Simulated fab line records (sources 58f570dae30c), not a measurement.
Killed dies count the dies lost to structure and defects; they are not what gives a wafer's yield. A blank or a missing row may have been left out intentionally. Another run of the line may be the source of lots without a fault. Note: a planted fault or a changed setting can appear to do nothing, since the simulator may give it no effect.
Struck lot and sound lot, side by side    flow berkeley_cmos170    43 out of 331 route steps
Sound: these wafers, L871.1, L871.3, L871.4. Wafers L878.1, L878.4, L878.6 were the ones struck. At the end, the cause is stated.
Order at every step that has rows: each side's tool, ch and its chambers, its first start. Under that, the readings that differ: sound wafers    struck wafers    difference of the means    sigmas: that difference in standard deviations of wafers without a fault.
alike: readings with means less than 2 such deviations apart, plus words and numbers identical on both sides. not compared: withheld readings, readings lacking a value on some wafer, bounds such as >300 that could conceal the same value, and numbers that have no deviation in the record and whose values overlap.
The two part at a step that has a row with sigmas, a row that says differs or no value, or rows on one side only. Numbers that have no deviation but don't overlap get no sigmas and don't part them. A reading missing from all wafers of one side parts the sides only when that side holds two or more wafers.

first, 2 steps without rows for these wafers: UCB170_FIELD_CLEAN_00 (cleans in dHF, time 7.5 s); UCB170_FIELD_OXIDATION_01 (target thk 558.3 nm, ox time 7200 s).
UCB170_FIELD_THK_MEAS_02:
  sound: film_metro-03 at day 4 10:11; struck: film_metro-03 at day 6 06:02
  alike: FIELD_OXIDE_THK
then, 4 steps without rows for these wafers: UCB170_FIELD_ANNEAL_03 (time 1200 s); UCB170_FIELD_WET_ETCH_04 (etches SiO2 in dHF, time 60 s); UCB170_FIELD_WET_ETCH_05 (etches Si3N4 in H3PO4, time 12600 s); UCB170_FIELD_WET_ETCH_06 (etches SiO2 in BOE, time 22 s).
UCB170_FIELD_THK_MEAS_90:
  sound: film_metro-04 at day 4 18:57; struck: film_metro-03 at day 6 13:28
reading                      sound        struck       difference  sigmas
FIELD_OXIDE_LEFT_1_THK (nm)  455 448 457  429 433 431  -22         -2
then, 2 steps without rows for these wafers: UCB170_SACOX_CLEAN_00 (cleans in dHF, time 7.5 s); UCB170_SACOX_OXIDATION_01 (target thk 14.4 nm, ox time 2400 s).
UCB170_SACOX_THK_MEAS_02:
  sound: film_metro-04 at day 4 23:08; struck: film_metro-03 at day 6 16:36
  alike: SACOX_OXIDE_THK
then, 1 step without rows for these wafers: UCB170_SCREENOX_WET_ETCH_00 (etches SiO2 in dHF, time 200 s).
UCB170_SCREENOX_OXIDATION_01: target thk 14.4 nm, ox time 2400 s.
  sound on furnace-04 ch 0, day 5 01:32; struck on furnace-02 ch 0, day 6 19:36
  alike: tube_center_temp_C, zone_power_centre_pct
UCB170_SCREENOX_THK_MEAS_02:
  sound: film_metro-03 at day 5 03:13; struck: film_metro-01 at day 6 21:16
reading                  sound           struck          difference  sigmas
SCREENOX_OXIDE_THK (nm)  14.6 14.4 14.6  13.7 13.7 13.8  -0.8        -3
then, 7 steps without rows for these wafers: UCB170_SCREENOX_ANNEAL_03 (time 900 s); UCB170_NVT_HMDS_00 (prime time 60 s); UCB170_NVT_COAT_01 (resist thk 900 nm); UCB170_NVT_SOFTBAKE_02 (time 60 s); UCB170_NVT_EXPOSE_03 (exposes mask PWELL, target cd 3000 nm); UCB170_NVT_PEB_04; UCB170_NVT_DEVELOP_05 (develop time 45 s).
UCB170_NVT_OVL_MEAS_06:
  sound: overlay-02 at day 5 08:45; struck: overlay-01 at day 7 06:04
  alike: NVT_OVL
after that, 1 step had no rows for these wafers: UCB170_NVT_IMPLANT_07.
UCB170_NVT_STRIP_08: strips in O2.
  sound on plasma_asher-02 ch 0,1, day 5 08:56; struck on plasma_asher-02 ch 0,1, day 7 06:15
  alike: drypump_motor_current_A, oes_product_au, strip_time_to_endpoint_s
  not compared: rf_hours_counter_h
UCB170_NVT_TW_MEAS_09:
  sound: film_metro-04 at day 5 09:02; struck: film_metro-04 at day 7 06:21
  alike: NVT_TW
then, 7 steps without rows for these wafers: UCB170_NVT_CLEAN_10 (cleans in SPM, time 600 s); UCB170_PVT_HMDS_00 (prime time 60 s); UCB170_PVT_COAT_01 (resist thk 900 nm); UCB170_PVT_SOFTBAKE_02 (time 60 s); UCB170_PVT_EXPOSE_03 (exposes mask NWELL, target cd 3000 nm); UCB170_PVT_PEB_04; UCB170_PVT_DEVELOP_05 (develop time 45 s).
UCB170_PVT_OVL_MEAS_06:
  sound: overlay-02 at day 5 11:16; struck: overlay-02 at day 7 07:32
  alike: PVT_OVL
after that, 1 step had no rows for these wafers: UCB170_PVT_IMPLANT_07.
UCB170_PVT_STRIP_08: strips in O2.
  sound on plasma_asher-04 ch 0,1, day 5 11:28; struck on plasma_asher-01 ch 0,1, day 7 07:43
  alike: drypump_motor_current_A, oes_product_au, strip_time_to_endpoint_s
  not compared: rf_hours_counter_h
UCB170_PVT_TW_MEAS_09:
  sound: film_metro-02 at day 5 11:34; struck: film_metro-03 at day 7 07:49
  alike: PVT_TW
then, 1 step without rows for these wafers: UCB170_GATE_WET_ETCH_00 (etches SiO2 in dHF, time 200 s).
UCB170_FIELD_THK_MEAS_91:
  sound: film_metro-04 at day 5 11:41; struck: film_metro-02 at day 7 07:56
reading                      sound        struck       difference  sigmas
FIELD_OXIDE_LEFT_2_THK (nm)  367 360 368  341 344 343  -22         -2
then, 1 step without rows for these wafers: UCB170_GATE_OXIDATION_01 (target thk 6.6 nm, ox time 1800 s).
UCB170_GATE_THK_MEAS_02:
  sound: film_metro-04 at day 5 17:55; struck: film_metro-01 at day 7 14:47
  alike: GATE_OXIDE_THK
then, 2 steps without rows for these wafers: UCB170_GATE_ANNEAL_03 (time 1800 s); UCB170_GATE_CVD_04 (deposits poly-Si from SiH4, time 1440 s, target thk 214 nm).
UCB170_M3_PROBE_99:
  rows exist in the record for the struck wafers here (prober-02, day 9 13:32), but not for the sound ones

WHERE THEY PART
At UCB170_FIELD_THK_MEAS_90 first; at UCB170_M3_PROBE_99 last (within this record only).

WHY: what the simulator had put in
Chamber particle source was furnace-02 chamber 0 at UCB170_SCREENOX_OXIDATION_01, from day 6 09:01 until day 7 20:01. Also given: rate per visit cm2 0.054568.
